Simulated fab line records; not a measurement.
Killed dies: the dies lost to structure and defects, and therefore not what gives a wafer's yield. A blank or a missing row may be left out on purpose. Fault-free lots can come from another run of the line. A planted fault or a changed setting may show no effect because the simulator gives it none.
A struck lot beside a sound one -- flow rit cmos -- 15 steps out of a route of 202
Sound: these wafers, L511.1, L511.2, L511.3. The struck wafers were L506.4, L506.5, L506.6. Last of all comes the cause.
Per side, at each step with rows, come the tool, then ch with its chambers, and then its first start. Under that, the readings that differ: sound wafers -- struck wafers -- difference of the means -- sigmas: that difference in standard deviations of wafers without a fault.
alike: a reading whose means differ by less than 2 such deviations, as well as words and numbers matching on both sides. not compared: withheld readings; readings where some wafer has no value; bounds like >300 that might hide an equal value; numbers whose values overlap and for which the record gives no deviation.
A row with sigmas, a row that says differs or no value, or rows on one side alone: a step with any of these is where the two part. When numbers do not overlap yet have no deviation, they are printed without sigmas and do not part them. A reading that every wafer of one side lacks parts them only if that side has two wafers or more.

RIT_M1_SPUTTER_00: material Al, target thk 400 nm, time 500 s.
  sound: pvd sputter-01 at day 7 03:50; struck: pvd sputter-03 at day 6 03:58
  alike: cathode dc power W, throttle valve pct
RIT_M1_RS_MEAS_01: a four-point-probe measurement.
  sound: film metro-03 at day 7 04:08; struck: film metro-04 at day 6 04:19
  alike: M1_AL_RS
RIT_M1_THK_MEAS_02: measures by xrf.
  sound: film metro-03 at day 7 04:15; struck: film metro-04 at day 6 04:25
  alike: M1_AL_THK
then, 6 steps without rows for these wafers: RIT_M1_HMDS_03 (prime time 60 s); RIT_M1_COAT_04 (resist thk 1300 nm); RIT_M1_SOFTBAKE_05 (time 60 s); RIT_M1_EXPOSE_06 (exposes mask M12, target cd 2600 nm); RIT_M1_PEB_07; RIT_M1_DEVELOP_08 (develop time 68 s).
RIT_M1_CD_MEAS_09 targets a cd of 2600 nm.
  sound: cd sem-01 at day 7 05:19; struck: cd sem-02 at day 6 05:31
  alike: cd nm
RIT_M1_OVL_MEAS_10:
  sound: overlay-01 at day 7 05:26; struck: overlay-01 at day 6 05:35
  alike: M1_OVL
then, 1 step without rows for these wafers: RIT_M1_HARDBAKE_11 (time 120 s).
RIT_M1_METAL_ETCH_12: etches Al in Cl2/BCl3, stops on SiO2, time 165 s, target depth 600 nm.
  sound on rie metal-02 ch 0,1, day 7 05:43; struck on rie metal-01 ch 0,1, day 6 05:55
reading,sound,struck,difference,sigmas
oes product au (a.u.),0.770 0.785 0.771,0.957 0.975 0.993,+0.200,+15
run length s (s),192.6 193.9 193.0,152.4 152.2 152.2,-40.9,-99 or more
model.NOVOLAK_of_M1_COAT_04.thk nm (nm),820.1 814.4 819.7,896 893.1 894.6,+76,
model.SiO2_of_CONTACT_CVD_00.thk nm (nm),337.5 343 342.7,352.7 356.7 359.8,+15.3,
model.M1.feature depth nm (nm),432.2 428.9 431.6,412.5 422.3 419.4,-12.8,
  alike: drypump motor current A, throttle valve pct
  not compared: rf hours counter h
then, 1 step without rows for these wafers: RIT_M1_STRIP_13 (strips in nmp, time 600 s).
RIT_M1_PROBE_99:
  sound: prober-01 at day 7 15:38; struck: prober-01 at day 7 14:53
reading,sound,struck,difference,sigmas
model.etest.tester.sort n pass,261 261 255,0 0 0,-259,
model.etest.tester.sort yield pct (%),98.86 98.86 96.59,0 0 0,-98,
model.etest.m1 comb over steps.leak log10 a um,-12.57 -12.87 -12.84,-8.193 -7.351 -6.761,+5.325,
model.etest.ring.quiet log10 a (angstrom),-7.848 -7.691 -7.85,-6.218 -5.502 -4.8,+2.290,
model.etest.antenna m1.vt shift v (V),-0.00899 -0.01255 -0.009209,-0.00699 -0.003972 -0.005002,+0.00493,
  alike: defect limited yield, killed at contacts, killed at front end, killed dies, killed open, killed short

WHERE THEY PART
At RIT_M1_METAL_ETCH_12 and nowhere else, as far as this record goes. Later steps at which nothing parts them and some readings are alike: RIT_M1_PROBE_99.

WHY: what had been put in by the simulator
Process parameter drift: rie metal-01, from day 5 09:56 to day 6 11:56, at RIT_M1_METAL_ETCH_12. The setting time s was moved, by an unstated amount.
